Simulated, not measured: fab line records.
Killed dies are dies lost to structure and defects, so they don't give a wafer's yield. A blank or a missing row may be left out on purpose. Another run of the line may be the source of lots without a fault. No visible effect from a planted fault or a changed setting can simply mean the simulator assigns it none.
Which tool did it? / flow berkeleyCmos170 / 39 wafers from 13 lots sampled at 5 of the route's 331 steps

## WHAT THE GAUGES SHOWED, per wafer
UCB170_CONTACT_OVL_MEAS_16. Usual: for CONTACT_OVL the level is -1 nm and the standard deviation is 5.2.
lot=L121; measured=day 7 19:03; on=overlay-01; CONTACT_OVL (nm)=-1 -9 -2; flag=
lot=L122; measured=day 7 21:26; on=overlay-01; CONTACT_OVL (nm)=-7 2 -10; flag=
lot=L123; measured=day 7 21:27; on=overlay-02; CONTACT_OVL (nm)=-4 -3 -4; flag=
lot=L124; measured=day 8 20:11; on=overlay-01; CONTACT_OVL (nm)=0 -12 2; flag=
lot=L126; measured=day 8 21:34; on=overlay-02; CONTACT_OVL (nm)=-7 0 -2; flag=
lot=L130; measured=day 9 15:30; on=overlay-02; CONTACT_OVL (nm)=0 4 -3; flag=
lot=L131; measured=day 9 20:17; on=overlay-02; CONTACT_OVL (nm)=-8 -8 -4; flag=
lot=L132; measured=day 10 12:35; on=overlay-01; CONTACT_OVL (nm)=-8 -1 -9; flag=
lot=L134; measured=day 10 12:46; on=overlay-02; CONTACT_OVL (nm)=-4 0 -3; flag=
lot=L141; measured=day 12 04:01; on=overlay-02; CONTACT_OVL (nm)=6 3 5; flag=
lot=L143; measured=day 13 07:16; on=overlay-02; CONTACT_OVL (nm)=-8 -1 -9; flag=
lot=L144; measured=day 13 11:14; on=overlay-01; CONTACT_OVL (nm)=8 11 5; flag=
lot=L142; measured=day 13 11:43; on=overlay-01; CONTACT_OVL (nm)=-1 9 0; flag=

UCB170_M1_CD_MEAS_90: the cd target is 700 nm. Usual: cdNm reads 700.3 nm (standard deviation 2.2).
lot=L121; measured=day 7 22:24; on=cdSem-02; cdNm (nm)=702.5 701.6 700.2; flag=
lot=L122; measured=day 8 00:36; on=cdSem-01; cdNm (nm)=703.2 701.4 700.7; flag=
lot=L123; measured=day 8 00:41; on=cdSem-01; cdNm (nm)=696.0 693.9 697.7; flag=
lot=L124; measured=day 8 22:34; on=cdSem-02; cdNm (nm)=699.4 697.4 695.3; flag=
lot=L126; measured=day 9 00:17; on=cdSem-02; cdNm (nm)=697.0 698.9 699.6; flag=
lot=L130; measured=day 9 18:16; on=cdSem-02; cdNm (nm)=696.7 699.3 698.0; flag=
lot=L131; measured=day 9 22:40; on=cdSem-02; cdNm (nm)=706.3 706.0 707.3; flag=
lot=L132; measured=day 10 14:50; on=cdSem-02; cdNm (nm)=704.8 704.2 701.0; flag=
lot=L134; measured=day 10 15:04; on=cdSem-02; cdNm (nm)=700.9 701.7 700.6; flag=
lot=L141; measured=day 12 08:19; on=cdSem-02; cdNm (nm)=701.0 698.8 697.0; flag=
lot=L143; measured=day 13 11:40; on=cdSem-01; cdNm (nm)=703.0 703.1 702.1; flag=
lot=L144; measured=day 13 13:22; on=cdSem-02; cdNm (nm)=703.8 702.6 702.9; flag=
lot=L142; measured=day 13 15:50; on=cdSem-01; cdNm (nm)=702.0 701.8 700.2; flag=

UCB170_V1_THK_MEAS_04. Usual: for V1_POLISHED_THK the level is 1000.1 nm and the standard deviation is 1.1.
lot=L121; measured=day 8 00:59; on=filmMetro-02; V1_POLISHED_THK (nm)=999.7 1000.4 999.1; flag=
lot=L122; measured=day 8 03:39; on=filmMetro-02; V1_POLISHED_THK (nm)=999.7 999.4 999.4; flag=
lot=L123; measured=day 8 03:38; on=filmMetro-03; V1_POLISHED_THK (nm)=999.8 1000.5 1001.2; flag=
lot=L124; measured=day 9 00:37; on=filmMetro-01; V1_POLISHED_THK (nm)=1003.2 1000.5 1002.0; flag=
lot=L126; measured=day 9 03:16; on=filmMetro-01; V1_POLISHED_THK (nm)=1000.7 1001.2 999.8; flag=
lot=L130; measured=day 9 21:19; on=filmMetro-03; V1_POLISHED_THK (nm)=999.4 999.4 998.5; flag=
lot=L131; measured=day 10 00:44; on=filmMetro-02; V1_POLISHED_THK (nm)=1001.3 1001.3 1000.9; flag=
lot=L132; measured=day 10 18:00; on=filmMetro-01; V1_POLISHED_THK (nm)=999.7 999.0 999.8; flag=
lot=L134; measured=day 10 18:18; on=filmMetro-03; V1_POLISHED_THK (nm)=998.4 1000.4 998.5; flag=
lot=L141; measured=day 12 10:40; on=filmMetro-01; V1_POLISHED_THK (nm)=999.9 1000.7 1000.4; flag=
lot=L143; measured=day 13 13:45; on=filmMetro-01; V1_POLISHED_THK (nm)=1001.0 1000.1 1000.3; flag=
lot=L144; measured=day 13 16:25; on=filmMetro-03; V1_POLISHED_THK (nm)=1000.2 1000.2 999.5; flag=
lot=L142; measured=day 13 17:54; on=filmMetro-03; V1_POLISHED_THK (nm)=1000.2 999.7 1000.0; flag=

## TOOL THAT RAN EACH LOT (tool first, then ch and the chambers of the sampled wafers, then the start)
lot=L121; UCB170_M1_ETCH_11=rieDiel-03 ch 2,3, day 7 22:05; UCB170_V1_CVD_00=pecvd-03 ch 1,2, day 8 00:20
lot=L122; UCB170_M1_ETCH_11=rieDiel-04 ch 1,2,3, day 8 00:17; UCB170_V1_CVD_00=pecvd-04 ch 0,1,2, day 8 02:59
lot=L123; UCB170_M1_ETCH_11=rieDiel-02 ch 0,3, day 8 00:23; UCB170_V1_CVD_00=pecvd-03 ch 0,1,2, day 8 02:59
lot=L124; UCB170_M1_ETCH_11=rieDiel-02 ch 1,2,3, day 8 22:14; UCB170_V1_CVD_00=pecvd-02 ch 0,1,2, day 9 00:02
lot=L126; UCB170_M1_ETCH_11=rieDiel-03 ch 1,3, day 9 00:00; UCB170_V1_CVD_00=pecvd-02 ch 0,2, day 9 02:37
lot=L130; UCB170_M1_ETCH_11=rieDiel-02 ch 0,2,3, day 9 17:52; UCB170_V1_CVD_00=pecvd-04 ch 0,1,2, day 9 20:23
lot=L131; UCB170_M1_ETCH_11=rieDiel-02 ch 0,3, day 9 22:20; UCB170_V1_CVD_00=pecvd-03 ch 1,2, day 10 00:04
lot=L132; UCB170_M1_ETCH_11=rieDiel-04 ch 0,2,3, day 10 14:32; UCB170_V1_CVD_00=pecvd-02 ch 1,2, day 10 17:21
lot=L134; UCB170_M1_ETCH_11=rieDiel-03 ch 0,1,3, day 10 14:47; UCB170_V1_CVD_00=pecvd-04 ch 0,2, day 10 17:21
lot=L141; UCB170_M1_ETCH_11=rieDiel-03 ch 0,1,2, day 12 08:00; UCB170_V1_CVD_00=pecvd-03 ch 0,1, day 12 10:01
lot=L143; UCB170_M1_ETCH_11=rieDiel-03 ch 1,3, day 13 11:14; UCB170_V1_CVD_00=pecvd-02 ch 0,1,2, day 13 13:06
lot=L144; UCB170_M1_ETCH_11=rieDiel-04 ch 0,2, day 13 13:04; UCB170_V1_CVD_00=pecvd-02 ch 0,2, day 13 15:46
lot=L142; UCB170_M1_ETCH_11=rieDiel-04 ch 0,2,3, day 13 15:24; UCB170_V1_CVD_00=pecvd-04 ch 0,1, day 13 17:16
- UCB170_M1_ETCH_11: etches BARC in N2/H2.
- UCB170_V1_CVD_00: deposits SiO2 from TEOS/O2, target thk 2000 nm, time 250 s.

## AS READ BY THE TOOLS THEMSELVES (means over the sampled wafers that have a number; for cases with no such wafer, the mark the record gives instead)
UCB170_M1_ETCH_11. Usual: drypumpMotorCurrentA 5.61 A, standard deviation 0.3; oesProductAu 1.003 a.u., standard deviation 0.017; throttleValvePct 13.28 %, standard deviation 0.17.
lot=L121; tool=rieDiel-03; drypumpMotorCurrentA (A)=5.22; oesProductAu (a.u.)=1.001; throttleValvePct (%)=13.29; flag=
lot=L122; tool=rieDiel-04; drypumpMotorCurrentA (A)=5.68; oesProductAu (a.u.)=1.016; throttleValvePct (%)=13.28; flag=
lot=L123; tool=rieDiel-02; drypumpMotorCurrentA (A)=5.60; oesProductAu (a.u.)=0.999; throttleValvePct (%)=13.35; flag=
lot=L124; tool=rieDiel-02; drypumpMotorCurrentA (A)=5.66; oesProductAu (a.u.)=0.998; throttleValvePct (%)=13.29; flag=
lot=L126; tool=rieDiel-03; drypumpMotorCurrentA (A)=5.29; oesProductAu (a.u.)=1.005; throttleValvePct (%)=13.15; flag=
lot=L130; tool=rieDiel-02; drypumpMotorCurrentA (A)=5.58; oesProductAu (a.u.)=0.991; throttleValvePct (%)=13.29; flag=
lot=L131; tool=rieDiel-02; drypumpMotorCurrentA (A)=5.60; oesProductAu (a.u.)=0.992; throttleValvePct (%)=13.33; flag=
lot=L132; tool=rieDiel-04; drypumpMotorCurrentA (A)=5.74; oesProductAu (a.u.)=1.014; throttleValvePct (%)=13.20; flag=
lot=L134; tool=rieDiel-03; drypumpMotorCurrentA (A)=5.37; oesProductAu (a.u.)=0.994; throttleValvePct (%)=13.25; flag=
lot=L141; tool=rieDiel-03; drypumpMotorCurrentA (A)=5.58; oesProductAu (a.u.)=0.996; throttleValvePct (%)=13.38; flag=
lot=L143; tool=rieDiel-03; drypumpMotorCurrentA (A)=5.29; oesProductAu (a.u.)=1.014; throttleValvePct (%)=13.14; flag=
lot=L144; tool=rieDiel-04; drypumpMotorCurrentA (A)=5.92; oesProductAu (a.u.)=1.021; throttleValvePct (%)=13.03; flag=
lot=L142; tool=rieDiel-04; drypumpMotorCurrentA (A)=5.74; oesProductAu (a.u.)=1.013; throttleValvePct (%)=13.19; flag=

UCB170_V1_CVD_00. Usual: heaterPowerW reads 221 W (standard deviation 47).
lot=L121; tool=pecvd-03; heaterPowerW (W)=191; flag=
lot=L122; tool=pecvd-04; heaterPowerW (W)=204; flag=
lot=L123; tool=pecvd-03; heaterPowerW (W)=225; flag=
lot=L124; tool=pecvd-02; heaterPowerW (W)=216; flag=
lot=L126; tool=pecvd-02; heaterPowerW (W)=267; flag=
lot=L130; tool=pecvd-04; heaterPowerW (W)=240; flag=
lot=L131; tool=pecvd-03; heaterPowerW (W)=198; flag=
lot=L132; tool=pecvd-02; heaterPowerW (W)=222; flag=
lot=L134; tool=pecvd-04; heaterPowerW (W)=234; flag=
lot=L141; tool=pecvd-03; heaterPowerW (W)=238; flag=
lot=L143; tool=pecvd-02; heaterPowerW (W)=224; flag=
lot=L144; tool=pecvd-02; heaterPowerW (W)=272; flag=
lot=L142; tool=pecvd-04; heaterPowerW (W)=189; flag=

## THE ANSWER, worked out from the rows above alone
Rule: take the mean of a lot's wafers that have a number; if it is more than 3 standard deviations from the usual mean, the lot is off. A lot without any number at a reading at which 4 lots or more have one is off too. Any other lot the step has rows for is counted as sound. After the gauges, taken in route order, come the tools' own readings; for these a lot's mean is taken, as printed above. The first step at which some lot is off is used, and at that step the reading that is off furthest; a lot without a number counts as furthest.
None of the lots is off at any reading shown; this tells nothing.

## WHAT HAD BEEN PUT IN BY THE SIMULATOR
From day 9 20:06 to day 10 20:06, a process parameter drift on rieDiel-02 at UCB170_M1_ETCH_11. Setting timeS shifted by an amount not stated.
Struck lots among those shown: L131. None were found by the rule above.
